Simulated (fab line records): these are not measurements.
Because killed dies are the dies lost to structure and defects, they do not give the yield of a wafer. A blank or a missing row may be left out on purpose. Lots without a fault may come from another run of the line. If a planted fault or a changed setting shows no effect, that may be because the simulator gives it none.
What tool caused it? | flow berkeley_cmos170 | 7 lots, 21 wafers sampled, at 3 steps of a route of 331

WHAT THE GAUGES SHOWED, per wafer
UCB170_SDANNEAL_RS_MEAS_03: measurement is done with a four-point probe.
lot  | measured     | on            | NSD_RS (ohm/sq)
L764 | day 6 11:16  | film_metro-01 | 37.37 37.38 37.35
L766 | day 7 03:50  | film_metro-03 | 37.13 37.21 37.18
L768 | day 7 17:17  | film_metro-01 | 37.30 37.40 37.30
L773 | day 8 22:31  | film_metro-02 | 36.01 35.77 35.73
L776 | day 9 16:17  | film_metro-02 | 35.90 35.85 35.70
L783 | day 11 05:56 | film_metro-02 | 37.42 37.39 37.34
L785 | day 11 11:08 | film_metro-01 | 37.41 37.26 37.40

EACH LOT AND THE TOOL THAT RAN IT (in order: tool; ch and the chambers of the sampled wafers; start)
lot  | UCB170_NSD_IMPLANT_08           | UCB170_NSD_STRIP_09
L764 | implanter-02 ch 0, day 6 09:48  | plasma_asher-03 ch 0,1, day 6 09:55
L766 | implanter-03 ch 0, day 7 02:13  | plasma_asher-03 ch 0,1, day 7 02:22
L768 | implanter-04 ch 0, day 7 15:49  | plasma_asher-03 ch 0,1, day 7 15:58
L773 | implanter-02 ch 0, day 8 17:46  | plasma_asher-03 ch 0,1, day 8 17:55
L776 | implanter-02 ch 0, day 9 14:34  | plasma_asher-04 ch 0,1, day 9 14:43
L783 | implanter-03 ch 0, day 11 04:23 | plasma_asher-03 ch 0,1, day 11 04:32
L785 | implanter-03 ch 0, day 11 09:38 | plasma_asher-04 ch 0,1, day 11 09:47
- UCB170_NSD_IMPLANT_08
- UCB170_NSD_STRIP_09: strips in O2.

THE ANSWER, worked out from the rows above alone
Rule: what is usual is taken from the lots themselves. Put in order of their means at a reading, lots are off if they are a third of the lots or fewer, leave a main group of 4 or more, and stand apart from it by a gap of 3 or more times the standard deviation of the main group's means; of several such gaps the widest counts. If all means in a main group match to the digits the tables above print for the reading, that group is not used. Also off: a lot with no number at a reading for which 4 or more lots have one. The other lots that the step has rows for count as sound.
Off: L773, L776, at UCB170_SDANNEAL_RS_MEAS_03 (NSD_RS). Main group: mean 37.32 ohm/sq, sd 0.076.
A tool fits if, at a process step before that reading, it ran every lot that is off, and no sound lot after the first of them. Gauges at UCB170_SDANNEAL_RS_MEAS_03: tried the same way as those tools. One candidate fits, namely implanter-02 at UCB170_NSD_IMPLANT_08. A fault onset in the window from L764 (day 6 09:48, its last sound lot) to L773 (day 8 17:46, its first lot off) fits.

WHAT HAD BEEN PUT IN BY THE SIMULATOR
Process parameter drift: implanter-02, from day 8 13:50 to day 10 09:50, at UCB170_NSD_IMPLANT_08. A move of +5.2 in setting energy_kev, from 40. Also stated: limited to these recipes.
Struck lots among those shown: L773, L776. The same result came from the rule above.
